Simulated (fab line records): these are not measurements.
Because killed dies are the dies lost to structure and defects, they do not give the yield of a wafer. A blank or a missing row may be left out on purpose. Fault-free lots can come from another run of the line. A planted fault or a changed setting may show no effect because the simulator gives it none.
fab line records | flow rit-cmos
record lots=5 | wafers=23
route steps=202 shown GATE@87 NLDD@104 SPACER@128 NSD@139 PSD@143 SDANNEAL@155 SILICIDE@162
start-h: the number of hours between the record's first day and the start of the first shown wafer of the lot | wait-h: hours elapsed since this lot's preceding step | " unchanged from the row above | L1.1+2: a row that stands for several wafers | - no value present, or no start provided | * or withheld: withheld | < > ~ a bound
route shown NAME@n: NAME is a module with steps in the file, n the number in the route of the first one | usual: average and standard deviation across the fault-free wafers | same: alike in all rows | chamber/n: place in a boat | sites: each site's reading | _std_site: their standard deviation | _edge_site: outer sites' mean less inner sites' | radius-mm: how far each site lies from the wafer's centre | mask NAME#n: copy n | behind: the tool/chamber that last shaped the wafer | hold: cause of the lot's hold/its duration in hours/its outcome | device: which transistor (n, p or np) failed to switch | end of line: tests of these same wafers at the route's end | where a step has no rows: the recipe by itself | killed: the dies lost at the first sort to structure and to defects; this is not the yield of the wafer | map: dies across one wafer; x = killed, . = not, _ = none there
set.NAME: the run value of the setting; set.NAME@STEP: its run value at that earlier step | model.NAME: the simulator's own value behind a step, which no gauge read
lots with deliberately changed settings; one table per step, one row per wafer
## steps
# step RIT_GATE_COAT_11
# recipe resist=NOVOLAK | spin-rpm=4250 | resist-thk-nm=850
lot.wafer | tool           | chamber | start-h | wait-h | set.spin-rpm | model.NOVOLAK_of_GATE_COAT_11.thk-nm
L075.2    | litho-track-04 | 0       | 44.60   | 0.1    | 4250         | 853.2
L075.3    | "              | 0       | "       | "      | 4250         | 853.1
L075.4    | "              | 0       | "       | "      | 4250         | 849
L075.5    | "              | 0       | "       | "      | 4547         | 826.3
L075.6    | "              | 0       | "       | "      | 4547         | 821.7
L077.1    | litho-track-01 | 0       | 50.01   | 0.1    | 4250         | 847.8
L077.2    | "              | 0       | "       | "      | 4250         | 847.9
L077.3    | "              | 0       | "       | "      | 3941         | 878.1
L077.4    | "              | 0       | "       | "      | 3941         | 878.8
L077.6    | "              | 0       | "       | "      | 3941         | 884.2
L079.1    | litho-track-01 | 0       | 60.52   | 0.1    | 4250         | 848.5
L079.3    | "              | 0       | "       | "      | 4250         | 852.4
L079.5    | "              | 0       | "       | "      | 4250         | 848.3
L080.1    | litho-track-04 | 0       | 66.95   | 0.1    | 4513         | 828.6
L080.3    | "              | 0       | "       | "      | 4513         | 827.2
L080.4    | "              | 0       | "       | "      | 4250         | 852.4
L080.5    | "              | 0       | "       | "      | 4513         | 824.8
L080.6    | "              | 0       | "       | "      | 4250         | 849.4
L082.2    | litho-track-04 | 0       | 75.21   | 0.1    | 4250         | 849.5
L082.3    | "              | 0       | "       | "      | 4250         | 846.3
L082.4    | "              | 0       | "       | "      | 4250         | 849.9
L082.5    | "              | 0       | "       | "      | 4250         | 847.3
L082.6    | "              | 0       | "       | "      | 4250         | 848.6
# step RIT_NLDD_COAT_01
# recipe resist=NOVOLAK | spin-rpm=3250 | resist-thk-nm=1000
lot.wafer | tool           | chamber | start-h | wait-h | set.resist-thk-nm | model.NOVOLAK_of_NLDD_COAT_01.thk-nm
L075.2    | litho-track-04 | 0       | 49.84   | 0.1    | 1000              | 999.8
L075.3+5  | "              | 0       | "       | "      | 1000              | 1003
L075.4    | "              | 0       | "       | "      | 1000              | 999.7
L075.6    | "              | 0       | "       | "      | 1000              | 1000
L077.1+3  | litho-track-01 | 0       | 54.81   | 0.1    | 1000              | 996.4
L077.2    | "              | 0       | "       | "      | 1053              | 1051
L077.4    | "              | 0       | "       | "      | 1053              | 1047
L077.6    | "              | 0       | "       | "      | 1000              | 998.1
L079.1    | litho-track-04 | 0       | 65.40   | 0.1    | 1000              | 1002
L079.3    | "              | 0       | "       | "      | 1000              | 1005
L079.5    | "              | 0       | "       | "      | 1000              | 1003
L080.1    | litho-track-01 | 0       | 71.67   | 0.1    | 1024              | 1024
L080.3    | "              | 0       | "       | "      | 1024              | 1026
L080.4    | "              | 0       | "       | "      | 1000              | 998.6
L080.5    | "              | 0       | "       | "      | 1000              | 1002
L080.6    | "              | 0       | "       | "      | 1024              | 1023
L082.2    | litho-track-02 | 0       | 80.25   | 0.1    | 1000              | 996.5
L082.3    | "              | 0       | "       | "      | 1048              | 1044
L082.4    | "              | 0       | "       | "      | 1000              | 999.6
L082.5    | "              | 0       | "       | "      | 1000              | 997.1
L082.6    | "              | 0       | "       | "      | 1048              | 1047
# step RIT_NLDD_DEVELOP_05
# recipe resist=NOVOLAK | develop-time-s=50 | dev-temp-c=23
lot.wafer      | tool           | chamber | start-h | wait-h | set.develop-time-s
L075.2+4+6     | litho-track-04 | 0       | -       | -      | 50
L075.3+5       | "              | 0       | "       | "      | 47.39
L077.1+4+6     | litho-track-04 | 0       | -       | -      | 45.09
L077.2+3       | "              | 0       | "       | "      | 50
L079.1+3+5     | litho-track-04 | 0       | -       | -      | 50
L080.1+3+4+5+6 | litho-track-02 | 0       | -       | -      | 50
L082.2+3+5     | litho-track-02 | 0       | -       | -      | 54.12
L082.4+6       | "              | 0       | "       | "      | 50
# step RIT_NLDD_HARDBAKE_07
# recipe resist=NOVOLAK | temp-c=140 | time-s=60
lot.wafer | tool           | chamber | start-h | wait-h | set.resist-thk-nm@NLDD_COAT_01 | model.NOVOLAK_of_NLDD_COAT_01.thk-nm
L075.2+4  | litho-track-01 | 0       | 50.70   | 0.0    | 1000                           | 883.5
L075.3    | "              | 0       | "       | "      | 1000                           | 886.3
L075.5    | "              | 0       | "       | "      | 1000                           | 886.1
L075.6    | "              | 0       | "       | "      | 1000                           | 883.8
L077.1+3  | litho-track-04 | 0       | 55.55   | 0.0    | 1000                           | 880.7
L077.2    | "              | 0       | "       | "      | 1053                           | 928.8
L077.4    | "              | 0       | "       | "      | 1053                           | 924.8
L077.6    | "              | 0       | "       | "      | 1000                           | 882.1
L079.1    | litho-track-01 | 0       | 66.14   | 0.0    | 1000                           | 885.1
L079.3    | "              | 0       | "       | "      | 1000                           | 888
L079.5    | "              | 0       | "       | "      | 1000                           | 886.1
L080.1    | litho-track-04 | 0       | 72.41   | 0.0    | 1024                           | 904.5
L080.3    | "              | 0       | "       | "      | 1024                           | 906.2
L080.4    | "              | 0       | "       | "      | 1000                           | 882.6
L080.5    | "              | 0       | "       | "      | 1000                           | 885.2
L080.6    | "              | 0       | "       | "      | 1024                           | 904.1
L082.2    | litho-track-04 | 0       | 80.98   | 0.0    | 1000                           | 880.7
L082.3    | "              | 0       | "       | "      | 1048                           | 922.2
L082.4    | "              | 0       | "       | "      | 1000                           | 883.5
L082.5    | "              | 0       | "       | "      | 1000                           | 881.3
L082.6    | "              | 0       | "       | "      | 1048                           | 924.7
# step RIT_SPACER_CVD_03
# recipe material=Si3N4 | target-thk-nm=250 | temp-c=810 | precursor=SiH2Cl2/NH3 | time-s=3300 | pressure-mtorr=300 | sih2cl2-flow-sccm=60 | nh3-flow-sccm=150
lot.wafer | tool     | chamber | start-h | wait-h | set.time-s | model.Si3N4_of_SPACER_CVD_03.thk-nm
L075.2    | -        | -       | -       | 0.0    | 3025       | 232.1
L075.3    | "        | -       | "       | "      | 3025       | 231
L075.4    | "        | -       | "       | "      | 3025       | 232.8
L075.5    | "        | -       | "       | "      | 3025       | 230
L075.6    | "        | -       | "       | "      | 3025       | 232.6
L077.1    | -        | -       | -       | 0.0    | 3300       | 248.2
L077.2    | "        | -       | "       | "      | 3300       | 250.8
L077.3    | "        | -       | "       | "      | 3300       | 251.6
L077.4    | "        | -       | "       | "      | 3300       | 248.6
L077.6    | "        | -       | "       | "      | 3300       | 249.6
L079.1    | lpcvd-01 | 0       | 68.47   | 0.0    | 3300       | 250.9
L079.3    | "        | 0       | "       | "      | 3300       | 249.1
L079.5    | "        | 0       | "       | "      | 3300       | 250
L080.1    | -        | -       | -       | 0.0    | 3602       | 269.8
L080.3    | "        | -       | "       | "      | 3602       | 272.7
L080.4    | "        | -       | "       | "      | 3602       | 268.3
L080.5    | "        | -       | "       | "      | 3602       | 269
L080.6    | "        | -       | "       | "      | 3602       | 270.1
L082.2+6  | -        | -       | -       | 0.2    | 2865       | 216.3
L082.3    | "        | -       | "       | "      | 2865       | 217.1
L082.4    | "        | -       | "       | "      | 2865       | 216.6
L082.5    | "        | -       | "       | "      | 2865       | 217.5
# step RIT_SPACER_THK_MEAS_04
# recipe reads=Si3N4_of_SPACER_CVD_03
# usual SPACER_NITRIDE_THK=249.1/2.1
lot.wafer | tool          | chamber | start-h | wait-h | set.time-s@SPACER_CVD_03 | SPACER_NITRIDE_THK[nm]
L075.2    | film-metro-03 | -       | -       | -      | 3025                     | 232.1
L075.3    | "             | -       | "       | "      | 3025                     | 231.0
L075.4    | "             | -       | "       | "      | 3025                     | 232.7
L075.5    | "             | -       | "       | "      | 3025                     | 230.0
L075.6    | "             | -       | "       | "      | 3025                     | 232.7
L077.1    | film-metro-02 | -       | -       | -      | 3300                     | 248.2
L077.2    | "             | -       | "       | "      | 3300                     | 251.0
L077.3    | "             | -       | "       | "      | 3300                     | 251.5
L077.4    | "             | -       | "       | "      | 3300                     | 248.6
L077.6    | "             | -       | "       | "      | 3300                     | 249.7
L079.1    | film-metro-03 | -       | 70.39   | 0.0    | 3300                     | 251.0
L079.3    | "             | -       | "       | "      | 3300                     | 249.0
L079.5    | "             | -       | "       | "      | 3300                     | 250.1
L080.1    | film-metro-04 | -       | -       | -      | 3602                     | 269.8
L080.3    | "             | -       | "       | "      | 3602                     | 272.8
L080.4    | "             | -       | "       | "      | 3602                     | 268.2
L080.5    | "             | -       | "       | "      | 3602                     | 269.1
L080.6    | "             | -       | "       | "      | 3602                     | 270.0
L082.2    | film-metro-02 | -       | -       | -      | 2865                     | 216.0
L082.3    | "             | -       | "       | "      | 2865                     | 217.3
L082.4    | "             | -       | "       | "      | 2865                     | 216.6
L082.5    | "             | -       | "       | "      | 2865                     | 217.6
L082.6    | "             | -       | "       | "      | 2865                     | 216.3
# step RIT_SPACER_ETCHBACK_05
# recipe target-depth-a=2500 | SF6_flow_sccm=30 | CHF3_flow_sccm=30 | target=Si3N4 | chemistry=SF6/CHF3 | pressure-mtorr=40 | rf-w=250 | time-s=240 | stop-on=SiO2
lot.wafer | tool        | chamber | start-h | wait-h | set.time-s@SPACER_CVD_03 | model.etch.depth-nm | model.Si3N4_of_SPACER_CVD_03.thk-nm
L075.2    | rie-diel-02 | 3       | 55.10   | 0.0    | 3025                     | 232.1               | 181.9
L075.3    | "           | 0       | "       | "      | 3025                     | 231                 | 180.6
L075.4    | "           | 1       | "       | "      | 3025                     | 232.8               | 182
L075.5    | "           | 2       | "       | "      | 3025                     | 230                 | 179.9
L075.6    | "           | 3       | "       | "      | 3025                     | 232.6               | 182
L077.1    | rie-diel-03 | 0       | 59.86   | 0.1    | 3300                     | 248.2               | 192.9
L077.2    | "           | 2       | "       | "      | 3300                     | 250.8               | 195.5
L077.3    | "           | 3       | "       | "      | 3300                     | -                   | 196.9
L077.4    | "           | 1       | "       | "      | 3300                     | -                   | 194.4
L077.6    | "           | 0       | "       | "      | 3300                     | 249.6               | 193.9
L079.1    | rie-diel-02 | 0       | 70.45   | 0.1    | 3300                     | 250.9               | 196.4
L079.3    | "           | 2       | "       | "      | 3300                     | 249.1               | 194.7
L079.5    | "           | 1       | "       | "      | 3300                     | 250                 | 195.6
L080.1    | rie-diel-03 | 1       | 76.93   | 0.1    | 3602                     | 269.8               | 211.2
L080.3    | "           | 3       | "       | "      | 3602                     | 272.7               | 213.4
L080.4    | "           | 2       | "       | "      | 3602                     | 268.3               | 209.7
L080.5    | "           | 0       | "       | "      | 3602                     | 269                 | 209.1
L080.6    | "           | 1       | "       | "      | 3602                     | 270.1               | 211.3
L082.2    | rie-diel-03 | 3       | 85.51   | 0.0    | 2865                     | 216.3               | 169.5
L082.3    | "           | 0       | "       | "      | 2865                     | 217.1               | 168.5
L082.4    | "           | 1       | "       | "      | 2865                     | 216.6               | 169.5
L082.5    | "           | 3       | "       | "      | 2865                     | 217.5               | 170.4
L082.6    | "           | 0       | "       | "      | 2865                     | 216.3               | 168.3
# step RIT_NSD_IMPLANT_08
# recipe species=P | energy-kev=25 | dose-cm2=1e+15 | tilt-deg=7
lot.wafer  | tool         | chamber | start-h | wait-h | set.dose-cm2
L075.2+5   | implanter-02 | 0       | 56.43   | 0.1    | 1.028e+15
L075.3+4+6 | "            | 0       | "       | "      | 1e+15
L077.1+6   | implanter-01 | 0       | 61.05   | 0.1    | 1e+15
L077.2+3+4 | "            | 0       | "       | "      | 1.065e+15
L079.1+3+5 | implanter-02 | 0       | 71.63   | 0.1    | 1e+15
L080.1+3   | implanter-04 | 0       | 78.24   | 0.1    | 1.074e+15
L080.4+5+6 | "            | 0       | "       | "      | 1e+15
L082.2+3   | implanter-02 | 0       | 86.92   | 0.1    | 9.346e+14
L082.4+5+6 | "            | 0       | "       | "      | 1e+15
# step RIT_PSD_COAT_01
# recipe resist=NOVOLAK | spin-rpm=3250 | resist-thk-nm=1000
lot.wafer | tool           | chamber | start-h | wait-h | set.spin-rpm | model.NOVOLAK_of_PSD_COAT_01.thk-nm
L075.2    | litho-track-04 | 0       | 56.97   | 0.1    | 3037         | 1033
L075.3    | "              | 0       | "       | "      | 3250         | 1000
L075.4    | "              | 0       | "       | "      | 3037         | 1032
L075.5    | "              | 0       | "       | "      | 3037         | 1039
L075.6    | "              | 0       | "       | "      | 3250         | 1002
L077.1+6  | litho-track-03 | 0       | 61.59   | 0.1    | 3250         | 1001
L077.2    | "              | 0       | "       | "      | 3250         | 999.7
L077.3+4  | "              | 0       | "       | "      | 3250         | 1002
L079.1    | litho-track-01 | 0       | 72.17   | 0.1    | 3250         | 1000
L079.3    | "              | 0       | "       | "      | 3250         | 999.3
L079.5    | "              | 0       | "       | "      | 3250         | 1004
L080.1    | litho-track-01 | 0       | 78.87   | 0.1    | 3250         | 1005
L080.3    | "              | 0       | "       | "      | 3250         | 1001
L080.4    | "              | 0       | "       | "      | 3250         | 1002
L080.5+6  | "              | 0       | "       | "      | 3250         | 1004
L082.2    | litho-track-01 | 0       | 87.46   | 0.1    | 3250         | 1001
L082.3    | "              | 0       | "       | "      | 3146         | 1017
L082.4    | "              | 0       | "       | "      | 3146         | 1015
L082.5    | "              | 0       | "       | "      | 3250         | 1002
L082.6    | "              | 0       | "       | "      | 3146         | 1016
# step RIT_PSD_SOFTBAKE_02
# recipe resist=NOVOLAK | temp-c=90 | time-s=60
# step RIT_PSD_EXPOSE_03
# recipe mask-id=M10 | na=0.57 | target-cd-nm=40900 | dose-mj=250
# step RIT_PSD_DEVELOP_05
# recipe resist=NOVOLAK | develop-time-s=50 | dev-temp-c=23
# step RIT_PSD_HARDBAKE_07
# recipe resist=NOVOLAK | temp-c=140 | time-s=60
lot.wafer | tool           | chamber | start-h | wait-h | set.spin-rpm@PSD_COAT_01 | model.NOVOLAK_of_PSD_COAT_01.thk-nm
L075.2    | litho-track-04 | 0       | 57.71   | 0.0    | 3037                     | 912.8
L075.3    | "              | 0       | "       | "      | 3250                     | 884
L075.4    | "              | 0       | "       | "      | 3037                     | 911.5
L075.5    | "              | 0       | "       | "      | 3037                     | 917.8
L075.6    | "              | 0       | "       | "      | 3250                     | 885.3
L077.1    | litho-track-03 | 0       | 62.32   | 0.0    | 3250                     | 884.6
L077.2    | "              | 0       | "       | "      | 3250                     | 883.6
L077.3    | "              | 0       | "       | "      | 3250                     | 885.5
L077.4    | "              | 0       | "       | "      | 3250                     | 885.4
L077.6    | "              | 0       | "       | "      | 3250                     | 884.9
L079.1    | litho-track-01 | 0       | 72.90   | 0.0    | 3250                     | 883.8
L079.3    | "              | 0       | "       | "      | 3250                     | 883.2
L079.5    | "              | 0       | "       | "      | 3250                     | 887
L080.1    | litho-track-04 | 0       | 79.73   | 0.0    | 3250                     | 888
L080.3    | "              | 0       | "       | "      | 3250                     | 884.7
L080.4    | "              | 0       | "       | "      | 3250                     | 885.5
L080.5    | "              | 0       | "       | "      | 3250                     | 887.2
L080.6    | "              | 0       | "       | "      | 3250                     | 887.5
L082.2    | litho-track-01 | 0       | 88.32   | 0.0    | 3250                     | 884.7
L082.3    | "              | 0       | "       | "      | 3146                     | 898.7
L082.4    | "              | 0       | "       | "      | 3146                     | 897
L082.5    | "              | 0       | "       | "      | 3250                     | 885.8
L082.6    | "              | 0       | "       | "      | 3146                     | 897.6
# step RIT_PSD_IMPLANT_08
# recipe species=BF2 | energy-kev=27 | dose-cm2=5e+15 | tilt-deg=7
lot.wafer  | tool         | chamber | start-h | wait-h | set.dose-cm2
L075.2+3+5 | implanter-04 | 0       | 57.86   | 0.1    | 5e+15
L075.4+6   | "            | 0       | "       | "      | 4.845e+15
L077.1+3+4 | implanter-04 | 0       | 62.47   | 0.1    | 5.265e+15
L077.2+6   | "            | 0       | "       | "      | 5e+15
L079.1+3+5 | implanter-01 | 0       | 73.05   | 0.1    | 5e+15
L080.1+5+6 | implanter-04 | 0       | 79.88   | 0.1    | 5e+15
L080.3+4   | "            | 0       | "       | "      | 5.352e+15
L082.2+5+6 | implanter-01 | 0       | 88.47   | 0.1    | 5.301e+15
L082.3+4   | "            | 0       | "       | "      | 5e+15
# step RIT_PSD_STRIP_09
# recipe chemistry=O2 | time-s=180 | resist=NOVOLAK | platen-temp-c=withheld | power-w=500 | pressure-mtorr=4000 | o2-flow-sccm=4000
# step RIT_SDANNEAL_CLEAN_02
# recipe chemistry=SC2 | mix=3:3:50 | time-s=600 | temp-c=75 | dry=n2-spin
# step RIT_SDANNEAL_RTA_03
# recipe temp-c=1050 | time-s=5 | idle-temp-c=600 | ramp-up-c-per-s=342 | ramp-down-c-per-s=171 | cool-to-c=600 | ambient=N2
# step RIT_SDANNEAL_RS_MEAS_04
# recipe thk-meas-gauge=four-point-probe
# usual PSD_RS=115.90/0.26
lot.wafer | tool          | chamber | start-h | wait-h | set.dose-cm2@PSD_IMPLANT_08 | PSD_RS[ohm/sq]
L075.2    | film-metro-02 | -       | 58.84   | 0.1    | 5e+15                       | 115.85
L075.3    | "             | -       | "       | "      | 5e+15                       | 115.91
L075.4    | "             | -       | "       | "      | 4.845e+15                   | 116.48
L075.5    | "             | -       | "       | "      | 5e+15                       | 115.68
L075.6    | "             | -       | "       | "      | 4.845e+15                   | 116.35
L077.1    | film-metro-01 | -       | 63.30   | 0.0    | 5.265e+15                   | 115.14
L077.2    | "             | -       | "       | "      | 5e+15                       | 115.83
L077.3    | "             | -       | "       | "      | 5.265e+15                   | 115.27
L077.4    | "             | -       | "       | "      | 5.265e+15                   | 115.27
L077.6    | "             | -       | "       | "      | 5e+15                       | 115.80
L079.1    | film-metro-01 | -       | 73.86   | 0.0    | 5e+15                       | 116.07
L079.3    | "             | -       | "       | "      | 5e+15                       | 115.85
L079.5    | "             | -       | "       | "      | 5e+15                       | 115.85
L080.1    | film-metro-01 | -       | 80.70   | 0.0    | 5e+15                       | 115.62
L080.3    | "             | -       | "       | "      | 5.352e+15                   | 114.91
L080.4    | "             | -       | "       | "      | 5.352e+15                   | 114.94
L080.5    | "             | -       | "       | "      | 5e+15                       | 115.95
L080.6    | "             | -       | "       | "      | 5e+15                       | 115.78
L082.2    | film-metro-01 | -       | 89.31   | 0.1    | 5.301e+15                   | 114.83
L082.3    | "             | -       | "       | "      | 5e+15                       | 115.60
L082.4    | "             | -       | "       | "      | 5e+15                       | 115.79
L082.5    | "             | -       | "       | "      | 5.301e+15                   | 114.91
L082.6    | "             | -       | "       | "      | 5.301e+15                   | 114.80
# step RIT_SDANNEAL_RS_MEAS_05
# recipe thk-meas-gauge=four-point-probe
# usual NSD_RS=84.61/0.28
lot.wafer | tool          | chamber | start-h | wait-h | set.dose-cm2@NSD_IMPLANT_08 | NSD_RS[ohm/sq]
L075.2    | film-metro-02 | -       | 58.96   | 0.1    | 1.028e+15                   | 82.82
L075.3    | "             | -       | "       | "      | 1e+15                       | 84.34
L075.4    | "             | -       | "       | "      | 1e+15                       | 84.61
L075.5    | "             | -       | "       | "      | 1.028e+15                   | 82.64
L075.6    | "             | -       | "       | "      | 1e+15                       | 84.36
L077.1    | film-metro-01 | -       | 63.42   | 0.1    | 1e+15                       | 84.17
L077.2    | "             | -       | "       | "      | 1.065e+15                   | 80.95
L077.3    | "             | -       | "       | "      | 1.065e+15                   | 80.51
L077.4    | "             | -       | "       | "      | 1.065e+15                   | 80.48
L077.6    | "             | -       | "       | "      | 1e+15                       | 84.71
L079.1    | film-metro-01 | -       | 73.98   | 0.1    | 1e+15                       | 84.45
L079.3    | "             | -       | "       | "      | 1e+15                       | 84.46
L079.5    | "             | -       | "       | "      | 1e+15                       | 84.36
L080.1    | film-metro-01 | -       | 80.82   | 0.1    | 1.074e+15                   | 80.25
L080.3    | "             | -       | "       | "      | 1.074e+15                   | 79.92
L080.4    | "             | -       | "       | "      | 1e+15                       | 84.52
L080.5    | "             | -       | "       | "      | 1e+15                       | 84.51
L080.6    | "             | -       | "       | "      | 1e+15                       | 84.79
L082.2    | film-metro-01 | -       | 89.43   | 0.1    | 9.346e+14                   | 89.27
L082.3    | "             | -       | "       | "      | 9.346e+14                   | 89.04
L082.4    | "             | -       | "       | "      | 1e+15                       | 84.52
L082.5    | "             | -       | "       | "      | 1e+15                       | 84.82
L082.6    | "             | -       | "       | "      | 1e+15                       | 84.30
# step RIT_SILICIDE_SPUTTER_01
# recipe material=Ti | target-thk-nm=30 | power-w=350 | chamber-pressure-pa=0.667 | gas=Ar | time-s=240 | substrate-temp-c=25
lot.wafer | tool           | chamber | start-h | wait-h | set.power-w | model.Ti_of_SILICIDE_SPUTTER_01.thk-nm
L075.2    | pvd-sputter-04 | -       | 59.31   | 0.0    | 334.8       | 28.34
L075.3    | "              | -       | "       | "      | 350         | 29.84
L075.4    | "              | -       | "       | "      | 334.8       | 28.7
L075.5    | "              | -       | "       | "      | 350         | 29.87
L075.6    | "              | -       | "       | "      | 350         | 30.06
L077.1    | pvd-sputter-04 | -       | 63.79   | 0.0    | 350         | 30.2
L077.2    | "              | -       | "       | "      | 369.9       | 31.73
L077.3    | "              | -       | "       | "      | 369.9       | 31.77
L077.4    | "              | -       | "       | "      | 350         | 29.55
L077.6    | "              | -       | "       | "      | 369.9       | 31.19
L079.1    | pvd-sputter-04 | -       | 74.36   | 0.0    | 350         | 29.79
L079.3    | "              | -       | "       | "      | 350         | 29.42
L079.5    | "              | -       | "       | "      | 350         | 29.57
L080.1    | pvd-sputter-03 | -       | 81.19   | 0.0    | 350         | 29.96
L080.3    | "              | -       | "       | "      | 350         | 28.96
L080.4    | "              | -       | "       | "      | 350         | 29.6
L080.5    | "              | -       | "       | "      | 350         | 29.77
L080.6    | "              | -       | "       | "      | 350         | 29.73
L082.2    | pvd-sputter-03 | -       | 89.78   | 0.0    | 350         | 29.05
L082.3    | "              | -       | "       | "      | 350         | 29.92
L082.4    | "              | -       | "       | "      | 350         | 29.59
L082.5    | "              | -       | "       | "      | 391.5       | 32.6
L082.6    | "              | -       | "       | "      | 391.5       | 33.33
# step RIT_SILICIDE_RS_MEAS_02
# recipe thk-meas-gauge=four-point-probe | reads=Ti_of_SILICIDE_SPUTTER_01
# usual SILICIDE_TI_RS=48.5/0.65
lot.wafer | tool          | chamber | start-h | wait-h | set.power-w@SILICIDE_SPUTTER_01 | SILICIDE_TI_RS[ohm/sq]
L075.2    | film-metro-01 | -       | 59.48   | 0.1    | 334.8                           | 51.4
L075.3    | "             | -       | "       | "      | 350                             | 48.2
L075.4    | "             | -       | "       | "      | 334.8                           | 50.6
L075.5    | "             | -       | "       | "      | 350                             | 48.2
L075.6    | "             | -       | "       | "      | 350                             | 47.8
L077.1    | film-metro-03 | -       | 63.94   | 0.1    | 350                             | 47.5
L077.2    | "             | -       | "       | "      | 369.9                           | 44.8
L077.3    | "             | -       | "       | "      | 369.9                           | 44.6
L077.4    | "             | -       | "       | "      | 350                             | 48.8
L077.6    | "             | -       | "       | "      | 369.9                           | 45.6
L079.1    | film-metro-03 | -       | 74.51   | 0.1    | 350                             | 48.4
L079.3    | "             | -       | "       | "      | 350                             | 49.1
L079.5    | "             | -       | "       | "      | 350                             | 48.8
L080.1    | film-metro-03 | -       | 81.34   | 0.1    | 350                             | 48.1
L080.3    | "             | -       | "       | "      | 350                             | 50.2
L080.4    | "             | -       | "       | "      | 350                             | 48.7
L080.5    | "             | -       | "       | "      | 350                             | 48.4
L080.6    | "             | -       | "       | "      | 350                             | 48.5
L082.2    | film-metro-02 | -       | 89.95   | 0.1    | 350                             | 49.9
L082.3    | "             | -       | "       | "      | 350                             | 48.0
L082.4    | "             | -       | "       | "      | 350                             | 48.7
L082.5    | "             | -       | "       | "      | 391.5                           | 43.2
L082.6    | "             | -       | "       | "      | 391.5                           | 42.1
# step RIT_SILICIDE_THK_MEAS_03
# recipe thk-meas-gauge=xrf | reads=Ti_of_SILICIDE_SPUTTER_01
# usual SILICIDE_TI_THK=29.6/0.32
lot.wafer | tool          | chamber | start-h | wait-h | set.power-w@SILICIDE_SPUTTER_01 | SILICIDE_TI_THK[nm]
L075.2    | film-metro-01 | -       | 59.59   | 0.1    | 334.8                           | 28.3
L075.3    | "             | -       | "       | "      | 350                             | 29.7
L075.4    | "             | -       | "       | "      | 334.8                           | 28.6
L075.5    | "             | -       | "       | "      | 350                             | 29.9
L075.6    | "             | -       | "       | "      | 350                             | 30.0
L077.1    | film-metro-03 | -       | 64.06   | 0.1    | 350                             | 30.0
L077.2    | "             | -       | "       | "      | 369.9                           | 31.6
L077.3    | "             | -       | "       | "      | 369.9                           | 31.7
L077.4    | "             | -       | "       | "      | 350                             | 29.5
L077.6    | "             | -       | "       | "      | 369.9                           | 31.0
L079.1    | film-metro-03 | -       | 74.63   | 0.1    | 350                             | 29.6
L079.3    | "             | -       | "       | "      | 350                             | 29.3
L079.5    | "             | -       | "       | "      | 350                             | 29.4
L080.1    | film-metro-03 | -       | 81.46   | 0.1    | 350                             | 29.6
L080.3    | "             | -       | "       | "      | 350                             | 28.9
L080.4    | "             | -       | "       | "      | 350                             | 29.3
L080.5    | "             | -       | "       | "      | 350                             | 29.6
L080.6    | "             | -       | "       | "      | 350                             | 29.5
L082.2    | film-metro-02 | -       | 90.06   | 0.1    | 350                             | 29.0
L082.3    | "             | -       | "       | "      | 350                             | 29.8
L082.4    | "             | -       | "       | "      | 350                             | 29.6
L082.5    | "             | -       | "       | "      | 391.5                           | 32.6
L082.6    | "             | -       | "       | "      | 391.5                           | 33.3
## key
split step=RIT_GATE_COAT_11 | setting=spin-rpm | stated=4250 | by=wafer
response step=RIT_GATE_COAT_11 | reading=model.NOVOLAK_of_GATE_COAT_11.thk-nm | change=-4.14 | per=1% | r=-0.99
split step=RIT_NLDD_COAT_01 | setting=resist-thk-nm | stated=1000 | by=wafer
response step=RIT_NLDD_COAT_01 | reading=model.NOVOLAK_of_NLDD_COAT_01.thk-nm | change=+9.9 | per=1% | r=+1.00
response step=RIT_NLDD_HARDBAKE_07 | reading=model.NOVOLAK_of_NLDD_COAT_01.thk-nm | change=+8.66 | per=1% | r=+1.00
split step=RIT_NLDD_DEVELOP_05 | setting=develop-time-s | stated=50 | by=wafer
response none clear
split step=RIT_SPACER_CVD_03 | setting=time-s | stated=3300 | by=lot
response step=RIT_SPACER_CVD_03 | reading=model.Si3N4_of_SPACER_CVD_03.thk-nm | change=+2.34 | per=1% | r=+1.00
response step=RIT_SPACER_THK_MEAS_04 | reading=SPACER_NITRIDE_THK | change=+2.34 | per=1% | r=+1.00
response step=RIT_SPACER_ETCHBACK_05 | reading=model.etch.depth-nm | change=+2.34 | per=1% | r=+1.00
response step=RIT_SPACER_ETCHBACK_05 | reading=model.Si3N4_of_SPACER_CVD_03.thk-nm | change=+1.83 | per=1% | r=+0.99
split step=RIT_NSD_IMPLANT_08 | setting=dose-cm2 | stated=1e+15 | by=wafer
response step=RIT_SDANNEAL_RS_MEAS_05 | reading=NSD_RS | change=-0.63 | per=1% | r=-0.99
split step=RIT_PSD_COAT_01 | setting=spin-rpm | stated=3250 | by=wafer
response step=RIT_PSD_COAT_01 | reading=model.NOVOLAK_of_PSD_COAT_01.thk-nm | change=-5 | per=1% | r=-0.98
response step=RIT_PSD_HARDBAKE_07 | reading=model.NOVOLAK_of_PSD_COAT_01.thk-nm | change=-4.37 | per=1% | r=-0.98
split step=RIT_PSD_IMPLANT_08 | setting=dose-cm2 | stated=5e+15 | by=wafer
response step=RIT_SDANNEAL_RS_MEAS_04 | reading=PSD_RS | change=-0.13 | per=1% | r=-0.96
split step=RIT_SILICIDE_SPUTTER_01 | setting=power-w | stated=350 | by=wafer
response step=RIT_SILICIDE_SPUTTER_01 | reading=model.Ti_of_SILICIDE_SPUTTER_01.thk-nm | change=+0.295 | per=1% | r=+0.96
response step=RIT_SILICIDE_RS_MEAS_02 | reading=SILICIDE_TI_RS | change=-0.545 | per=1% | r=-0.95
response step=RIT_SILICIDE_THK_MEAS_03 | reading=SILICIDE_TI_THK | change=+0.297 | per=1% | r=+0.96
